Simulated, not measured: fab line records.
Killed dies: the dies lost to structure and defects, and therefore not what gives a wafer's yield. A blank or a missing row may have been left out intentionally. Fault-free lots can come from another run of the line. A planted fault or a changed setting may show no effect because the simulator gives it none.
fab line records ; flow berkeley_cmos170 ; part 2 of 2: steps 31 to 39 of 39
[record] lots = 5; wafers = 15; last_day = 11
route steps=331 shown ZERO@13 NWELL@14 PWELL@34
lots untouched by any fault: they come from a run of this same line in which no faults occurred
start_h: the number of hours between the record's first day and the start of the first shown wafer of the lot ; wait_h: how many hours have passed since the lot's step before this one ; " unchanged from the row above ; L1.1+2: a row that stands for several wafers ; - no value present, or no start provided ; * or withheld: withheld ; < > ~ a bound
route shown NAME@n: NAME is a module with steps in the file, n the number in the route of the first one ; usual: mean/standard deviation of fault-free wafers ; same: alike in all rows ; chamber/n: place in a boat ; sites: per-site readings ; _std_site: the standard deviation of these ; _edge_site: outer sites' mean less inner sites' ; radius_mm: for every site, how far away it sits from the centre of the wafer ; mask NAME#n: copy n ; behind: the most recent tool/chamber to have shaped the wafer ; hold: cause of the lot's hold/its duration in hours/its outcome ; device: names the non-switching transistor (n, p or np) ; end of line: the same wafers' tests at the end of the route ; for a step that has no rows: nothing shown but its recipe ; killed: the dies lost at the first sort to structure and to defects; this is not the yield of the wafer ; map: the dies of a wafer, with x for killed, . for not killed, _ for no die there
set.NAME: the setting the step ran with; set.NAME@STEP: the setting that earlier step ran with ; model.NAME: the simulator's own value behind a step, which no gauge read
lots seen at some steps along the route; tables by step, rows by wafer
services: from which hour (start_h, from the record's first day; less than 0 if before it) a tool's chamber was out of use, for how many hours, and why
[[steps]]
[step UCB170_PWELL_SOFTBAKE_09]
[recipe] resist = KrF; temp_c = 130; time_s = 60
[usual] heater_power_total_W = 56.80/0.044
lot.wafer;tool;chamber;start_h;wait_h;heater_power_total_W
L074.1;litho_track-03;0;52.76;0.1;56.76
L074.2;litho_track-03;0;52.76;0.1;56.79
L074.5;litho_track-03;0;52.76;0.1;56.80
L077.2;litho_track-02;0;55.27;0.1;56.82
L077.3;litho_track-02;0;55.27;0.1;56.80
L077.5;litho_track-02;0;55.27;0.1;56.83
L079.1;litho_track-02;0;73.79;0.1;56.72
L079.5;litho_track-02;0;73.79;0.1;56.80
L079.6;litho_track-02;0;73.79;0.1;56.83
L088.2;litho_track-03;0;112.20;0.1;56.83
L088.3;litho_track-03;0;112.20;0.1;56.84
L088.5;litho_track-03;0;112.20;0.1;56.80
L097.1;litho_track-02;0;158.57;0.1;56.79
L097.3;litho_track-02;0;158.57;0.1;56.76
L097.5;litho_track-02;0;158.57;0.1;56.86
[step UCB170_PWELL_EXPOSE_10]
[recipe] mask_id = PWELL; target_cd_nm = 3000; na = 0.5; sigma_outer = 0.6; source_shape = conventional; dose_mj = 19
lot.wafer;tool;chamber;start_h;wait_h;mask
L074.1+2+5;krf_scanner-02;0;53.04;0.2;PWELL#0
L077.2+3+5;krf_scanner-01;0;55.54;0.2;PWELL#0
L079.1+5+6;krf_scanner-01;0;74.11;0.3;PWELL#0
L088.2+3+5;krf_scanner-02;0;112.47;0.2;PWELL#0
L097.1+3+5;krf_scanner-02;0;158.95;0.4;PWELL#0
[step UCB170_PWELL_PEB_11]
[recipe] peb_temp_c = 130; peb_time_s = withheld; resist = KrF
[usual] heater_power_total_W = 56.80/0.042
lot.wafer;tool;chamber;start_h;wait_h;heater_power_total_W
L074.1;litho_track-03;0;53.36;0.3;56.84
L074.2;litho_track-03;0;53.36;0.3;56.75
L074.5;litho_track-03;0;53.36;0.3;56.73
L077.2;litho_track-02;0;55.97;0.4;56.78
L077.3;litho_track-02;0;55.97;0.4;56.74
L077.5;litho_track-02;0;55.97;0.4;56.75
L079.1;litho_track-02;0;74.23;0.1;56.82
L079.5;litho_track-02;0;74.23;0.1;56.69
L079.6;litho_track-02;0;74.23;0.1;56.89
L088.2;litho_track-02;0;112.80;0.3;56.78
L088.3;litho_track-02;0;112.80;0.3;56.75
L088.5;litho_track-02;0;112.80;0.3;56.78
L097.1;litho_track-02;0;159.44;0.5;56.75
L097.3;litho_track-02;0;159.44;0.5;56.78
L097.5;litho_track-02;0;159.44;0.5;56.81
[step UCB170_PWELL_DEVELOP_12]
[recipe] developer = TMAH; develop_time_s = 45; resist = KrF; dev_temp_c = 21
lot.wafer;tool;chamber;start_h;wait_h
L074.1+2+5;litho_track-03;0;-;-
L077.2+3+5;litho_track-02;0;-;-
L079.1+5+6;litho_track-02;0;-;-
L088.2+3+5;litho_track-02;0;-;-
L097.1+3+5;litho_track-02;0;-;-
[step UCB170_PWELL_OVL_MEAS_13]
[usual] PWELL_OVL = -1/6.2
lot.wafer;tool;chamber;start_h;wait_h;PWELL_OVL[nm]
L074.1;overlay-01;-;53.64;-;-6
L074.2;overlay-01;-;53.64;-;-9
L074.5;overlay-01;-;53.64;-;-2
L077.2;overlay-01;-;56.23;-;2
L077.3;overlay-01;-;56.23;-;5
L077.5;overlay-01;-;56.23;-;-3
L079.1;overlay-02;-;74.51;-;11
L079.5;overlay-02;-;74.51;-;8
L079.6;overlay-02;-;74.51;-;4
L088.2;overlay-01;-;113.05;-;1
L088.3;overlay-01;-;113.05;-;-4
L088.5;overlay-01;-;113.05;-;2
L097.1;overlay-01;-;159.72;-;3
L097.3;overlay-01;-;159.72;-;-3
L097.5;overlay-01;-;159.72;-;-1
[step UCB170_PWELL_ETCH_14]
[recipe] chemistry = CH3F/Ar/O2; target = Si3N4; stop_on = SiO2; CH3F_flow_sccm = 20; Ar_flow_sccm = 50; O2_flow_sccm = 7; pressure_mtorr = 50; rf_w = 450; target_depth_a = 2420; over_etch_frac = 0.1; time_s = 151
[usual] chamber_pressure_mTorr = 50.00/0.039; drypump_motor_current_A = 5.8/0.48; oes_product_au = 0.940/0.02; throttle_valve_pct = 8.08/0.082
lot.wafer;tool;chamber;start_h;wait_h;chamber_pressure_mTorr;drypump_motor_current_A;oes_product_au;rf_hours_counter_h;throttle_valve_pct
L074.1;rie_diel-01;2;53.67;0.0;49.98;6.3;0.923;85;8.18
L074.2;rie_diel-01;0;53.67;0.0;49.98;5.6;0.930;129;8.06
L074.5;rie_diel-01;3;53.67;0.0;50.05;4.9;0.976;-;8.05
L077.2;rie_diel-02;1;56.26;0.0;50.01;6.3;0.935;71;8.04
L077.3;rie_diel-02;2;56.26;0.0;49.93;6.2;0.967;74;8.06
L077.5;rie_diel-02;2;56.26;0.0;50.02;6.2;0.965;-;8.05
L079.1;rie_diel-01;3;74.54;0.0;50.02;4.9;0.956;84;8.05
L079.5;rie_diel-01;0;74.54;0.0;50.03;5.6;0.914;-;8.04
L079.6;rie_diel-01;1;74.54;0.0;50.00;6.0;0.920;-;8.04
L088.2;rie_diel-02;0;113.08;0.0;50.07;5.6;0.933;104;7.98
L088.3;rie_diel-02;1;113.08;0.0;50.08;6.4;0.931;75;8.04
L088.5;rie_diel-02;2;113.08;0.0;50.02;6.2;0.958;-;8.04
L097.1;rie_diel-01;1;159.75;0.0;49.93;5.9;0.929;66;8.04
L097.3;rie_diel-01;3;159.75;0.0;50.03;4.9;0.965;88;8.06
L097.5;rie_diel-01;1;159.75;0.0;50.00;6.0;0.924;-;8.04
[step UCB170_PWELL_IMPLANT_15]
[recipe] species = B; dose_cm2 = 5e+12; energy_kev = 60; tilt_deg = 7
[usual] dose_ions_cm2 = 4.999e+12/5.1e+09; tilt_deg = 7.002/0.018
lot.wafer;tool;chamber;start_h;wait_h;dose_ions_cm2;tilt_deg
L074.1;implanter-03;0;53.77;0.1;5.004e+12;7.002
L074.2;implanter-03;0;53.77;0.1;5e+12;7.017
L074.5;implanter-03;0;53.77;0.1;5.003e+12;7.002
L077.2;implanter-04;0;56.38;0.1;4.999e+12;7.022
L077.3;implanter-04;0;56.38;0.1;5.006e+12;7.037
L077.5;implanter-04;0;56.38;0.1;5e+12;7.009
L079.1;implanter-04;0;74.64;0.1;4.996e+12;7.009
L079.5;implanter-04;0;74.64;0.1;4.996e+12;7.006
L079.6;implanter-04;0;74.64;0.1;5.004e+12;7.006
L088.2;implanter-03;0;113.21;0.1;4.996e+12;7.008
L088.3;implanter-03;0;113.21;0.1;4.996e+12;6.992
L088.5;implanter-03;0;113.21;0.1;4.995e+12;7.014
L097.1;implanter-03;0;159.85;0.1;4.995e+12;6.983
L097.3;implanter-03;0;159.85;0.1;5.001e+12;7.001
L097.5;implanter-03;0;159.85;0.1;5.007e+12;6.997
[step UCB170_PWELL_STRIP_16]
[recipe] chemistry = O2; power_w = 400; pressure_mtorr = 3500; platen_temp_c = withheld; o2_flow_sccm = 400; overash_fraction = 0.5
[usual] chamber_pressure_mTorr = 3500/3.2; drypump_motor_current_A = 5.7/0.6; oes_product_au = 0.722/0.0042; strip_time_to_endpoint_s = 18.10/0.082
lot.wafer;tool;chamber;start_h;wait_h;chamber_pressure_mTorr;drypump_motor_current_A;oes_product_au;rf_hours_counter_h;strip_time_to_endpoint_s
L074.1;plasma_asher-03;0;53.92;0.1;3501;5.0;0.726;26;18.20
L074.2;plasma_asher-03;1;53.92;0.1;3497;5.8;0.727;26;18.24
L074.5;plasma_asher-03;1;53.92;0.1;3493;5.8;0.729;-;18.15
L077.2;plasma_asher-01;0;56.51;0.1;3499;4.8;0.717;34;18.23
L077.3;plasma_asher-01;0;56.51;0.1;3503;4.8;0.716;-;18.10
L077.5;plasma_asher-01;1;56.51;0.1;3503;5.9;0.717;-;18.09
L079.1;plasma_asher-01;0;74.79;0.1;3503;4.8;0.721;37;18.02
L079.5;plasma_asher-01;0;74.79;0.1;3503;4.8;0.728;-;18.15
L079.6;plasma_asher-01;1;74.79;0.1;3503;5.9;0.721;-;17.98
L088.2;plasma_asher-04;1;113.34;0.1;3499;6.3;0.718;41;18.11
L088.3;plasma_asher-04;1;113.34;0.1;3498;6.3;0.721;-;18.24
L088.5;plasma_asher-04;1;113.34;0.1;3502;6.4;0.720;-;18.14
L097.1;plasma_asher-01;0;160.00;0.1;3501;4.8;0.717;5;17.99
L097.3;plasma_asher-01;1;160.00;0.1;3499;5.9;0.721;-;18.09
L097.5;plasma_asher-01;0;160.00;0.1;3498;4.8;0.726;-;17.97
[step UCB170_PWELL_TW_MEAS_17]
[usual] PWELL_TW = 377.1/2.8
lot.wafer;tool;chamber;start_h;wait_h;PWELL_TW
L074.1;film_metro-04;-;54.02;0.1;378.3
L074.2;film_metro-04;-;54.02;0.1;377.8
L074.5;film_metro-04;-;54.02;0.1;377.4
L077.2;film_metro-03;-;56.62;0.1;380.4
L077.3;film_metro-03;-;56.62;0.1;378.8
L077.5;film_metro-03;-;56.62;0.1;380.0
L079.1;film_metro-04;-;74.89;0.1;375.2
L079.5;film_metro-04;-;74.89;0.1;376.5
L079.6;film_metro-04;-;74.89;0.1;376.7
L088.2;film_metro-03;-;113.45;0.1;376.9
L088.3;film_metro-03;-;113.45;0.1;378.3
L088.5;film_metro-03;-;113.45;0.1;379.4
L097.1;film_metro-04;-;160.10;0.1;380.7
L097.3;film_metro-04;-;160.10;0.1;380.9
L097.5;film_metro-04;-;160.10;0.1;382.2
[[services]]
tool;chamber;start_h;hours;kind
krf_scanner-02;-;-0.52;4.0;pm
rie_diel-01;2;-0.33;4.4;repair
krf_scanner-02;-;3.50;11.6;pm
implanter-03;-;12.14;4.2;repair
lpcvd-01;-;16.20;3.4;repair
krf_scanner-01;-;18.88;3.6;pm
implanter-03;-;33.21;5.3;repair
rie_diel-01;1;39.30;2.8;repair
rie_diel-03;1;39.49;8.0;repair
plasma_asher-01;-;46.22;0.6;repair
lpcvd-01;-;55.72;2.0;repair
implanter-03;-;61.58;1.3;repair
krf_scanner-02;-;61.70;1.0;pm
furnace-04;-;64.19;5.5;pm
rie_diel-01;-;69.47;1.7;repair
krf_scanner-02;-;73.15;1.3;pm
krf_scanner-01;-;74.46;1.3;pm
furnace-01;-;84.52;3.0;pm
krf_scanner-01;-;94.30;0.8;pm
krf_scanner-01;-;95.62;0.3;repair
krf_scanner-01;-;102.17;1.0;pm
plasma_asher-01;-;108.75;9.0;pm
krf_scanner-02;-;118.21;0.8;pm
krf_scanner-01;-;140.72;0.4;repair
